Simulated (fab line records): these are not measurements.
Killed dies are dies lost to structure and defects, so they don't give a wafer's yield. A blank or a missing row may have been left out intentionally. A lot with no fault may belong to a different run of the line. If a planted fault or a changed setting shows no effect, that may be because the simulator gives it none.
Check of tool commonality    flow ritCmos    Sampled: 13 lots, 48 wafers

## THE REASON FOR OPENING IT
RIT_GATE_OVL_MEAS_17, reading GATE_OVL: flagged on 3 of 13 lots. Fault-free wafers read 0.1 nm, with a standard deviation of 1.2.
Rule: a lot is flagged when every wafer of it that has a number lies more than 4 standard deviations from that mean, or none has a number. The other lots count as sound.

lot   measured     on          GATE_OVL (nm), wafer by wafer              flag
L325  day 2 14:01  overlay-02  0.7 1.1 0.8                                
L326  day 2 20:41  overlay-01  0.9 -0.5 0.6                               
L327  day 3 00:56  overlay-02  -2.2 -0.5 -0.6                             
L328  day 3 08:59  overlay-01  -0.5 0.2 -1.6                              
L329  day 3 11:14  overlay-02  -0.4 0.3 -0.5                              
L331  day 3 20:18  overlay-02  1.3 0.7 1.0                                
L332  day 4 04:17  overlay-01  -148.8 -151.8 -149.2 -148.5 -151.9 -149.0  FLAGGED
L333  day 4 08:29  overlay-01  -148.9 -150.0 -149.3 -147.9 -150.2 -149.0  FLAGGED
L335  day 4 17:28  overlay-02  -149.8 -152.6 -150.7 -149.8 -152.2 -150.4  FLAGGED
L338  day 5 08:17  overlay-01  0.1 -2.2 -0.4                              
L340  day 5 18:08  overlay-02  -0.7 -0.9 -0.3                             
L341  day 6 00:56  overlay-01  1.1 0.0 1.3                                
L343  day 6 10:20  overlay-02  0.4 1.2 2.7                                
On average the flagged lots read -150.0 nm, which is -150.1 nm against the usual, or -99 or more standard deviations.

## EACH LOT AND THE TOOL IT RAN ON
The record holds 1 process step before the reading, out of a route of 202 steps. Each cell gives the tool, then ch followed by the chambers the sampled wafers passed through, then the start.
lot   flag     RIT_GATE_EXPOSE_13
L325           ilineStepper-02 ch 0, day 2 13:30
L326           ilineStepper-01 ch 0, day 2 20:11
L327           ilineStepper-02 ch 0, day 3 00:25
L328           ilineStepper-01 ch 0, day 3 08:29
L329           ilineStepper-02 ch 0, day 3 10:43
L331           ilineStepper-02 ch 0, day 3 19:47
L332  FLAGGED  ilineStepper-01 ch 0, day 4 03:47
L333  FLAGGED  ilineStepper-01 ch 0, day 4 08:01
L335  FLAGGED  ilineStepper-01 ch 0, day 4 16:57
L338           ilineStepper-02 ch 0, day 5 07:46
L340           ilineStepper-02 ch 0, day 5 17:37
L341           ilineStepper-02 ch 0, day 6 00:22
L343           ilineStepper-02 ch 0, day 6 09:51
What is done by these steps:
- RIT_GATE_EXPOSE_13: exposes mask M6, target cd 150 nm.
- RIT_GATE_OVL_MEAS_17

## FLAGGED OVER TOTAL, TOOL BY TOOL (the gauges that took the reading come last)
step                  tool             lots run  flagged  share of the flagged lots  sound lots run after its first flagged lot
RIT_GATE_EXPOSE_13    ilineStepper-01  5         3        all                        0
RIT_GATE_EXPOSE_13    ilineStepper-02  8         0        none                       -
RIT_GATE_OVL_MEAS_17  overlay-01       6         2        some                       2 (L338,L341)
RIT_GATE_OVL_MEAS_17  overlay-02       7         1        some                       2 (L340,L343)

## WHAT THE TABLE ALLOWS
Rows of the table that ran each flagged lot: 1, that is ilineStepper-01 at RIT_GATE_EXPOSE_13.
- ilineStepper-01 at RIT_GATE_EXPOSE_13: 3 of its 5 lots flagged. Last sound lot L328 at day 3 08:29, first flagged lot L332 at day 4 03:47; a fault beginning in between fits.
Just one tool remains: ilineStepper-01 at RIT_GATE_EXPOSE_13.

## WHAT THE SIMULATOR PUT IN
Scanner matching overlay: ilineStepper-01, from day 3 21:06 on, at RIT_GATE_EXPOSE_13. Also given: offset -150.
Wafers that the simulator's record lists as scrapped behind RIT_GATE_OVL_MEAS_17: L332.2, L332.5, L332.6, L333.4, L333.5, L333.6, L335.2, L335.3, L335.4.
Lots struck among those shown: L332, L333, L335. This agrees with what the rule above found.
